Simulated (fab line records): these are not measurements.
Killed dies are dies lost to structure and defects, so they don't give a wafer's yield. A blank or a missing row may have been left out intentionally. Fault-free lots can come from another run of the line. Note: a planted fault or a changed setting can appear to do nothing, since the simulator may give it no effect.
Code-filled problem report in 8D (eight disciplines) form || flow berkeleyCmos170 || the parts of the form that need people (team, actions taken, sign-off) are left out

## 1. THE PROBLEM
oesProductAu at UCB170_PWELL_STRIP_16 reads a mean of 0.642 a.u. on 6 wafers of 2 lots; wafers without a fault read 0.721 a.u. with a standard deviation of 0.0043. That puts it -18 standard deviations away from the usual mean.
The step: strips in O2.
Seen first at day 6 16:17 on plasmaAsher-02, wafer L578.2. The record holds 42 wafers of 14 lots with a number at this step. By rule, "out" or "out of limits" means more than 4 standard deviations away from the usual mean. All remaining wafers that have a number are taken as sound.

## 2. WHAT IT IS, AND WHAT IT ISN'T
{"question": "which readings at this step", "is": "oesProductAu", "is not": "drypumpMotorCurrentA, stripTimeToEndpointS"}
{"question": "which lots", "is": "L578, L582", "is not": "L561, L565, L566, L568, L569, L571, L572, L573, L576, L581, L583, L584"}
{"question": "which wafers of those lots", "is": "all that have a number", "is not": "-"}
{"question": "read on which tools", "is": "plasmaAsher-02", "is not": "plasmaAsher-03, plasmaAsher-04"}
{"question": "when", "is": "from day 6 16:17", "is not": "up to then (27 sound wafers); but 9 sound wafers of L581, L583, L584 came after"}

## 3. THE SUSPECTS, EACH WITH WHAT RULES IT OUT
Counting: a tool stays on the suspect list if, at a process step up to the reading, it processed all lots that are out and no sound lot following the first of them.
- plasmaAsher-02 at UCB170_PWELL_STRIP_16 (strips in O2): kept. All lots that are out passed through it, beginning with L578 at day 6 16:17, and no sound lot followed; its final sound lot before that point was L573 at day 5 10:34. Out on those wafers are its own readings of oesProductAu.
Left after counting: plasmaAsher-02 at UCB170_PWELL_STRIP_16.

## 4. THE CAUSE (what the simulator had put in)
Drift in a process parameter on plasmaAsher-02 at UCB170_PWELL_STRIP_16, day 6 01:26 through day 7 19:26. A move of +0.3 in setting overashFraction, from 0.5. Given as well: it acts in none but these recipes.
Counting left only this tool.

## 5. THE EFFECT CHAIN, in route order
One row per reading whose mean, taken over the struck wafers that have a number, lies over 3 standard deviations from the usual. Scope: only readings with a usual standard deviation given in the record; hours: median across lots of the time from each lot's start at the first step in this table that gives one to its start at this step; sigmas: change in usual standard deviations.
{"hours": 0, "step": "UCB170_PWELL_STRIP_16", "reading": "oesProductAu", "usual": "0.721 a.u.", "on struck wafers": 0.642, "change": -0.079, "sigmas": -18}
The process steps in it:
- UCB170_PWELL_STRIP_16: strips in O2.
Later measuring or inspecting steps at which every struck wafer that the step has a row for has a number for every such reading, and none has moved that far: UCB170_ACTIVE_OVL_MEAS_14.

## 6. WHAT WOULD HAVE CAUGHT IT SOONER
In this record the first reading out of limits was taken at day 6 16:17, 15 hours after the fault began at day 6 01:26.
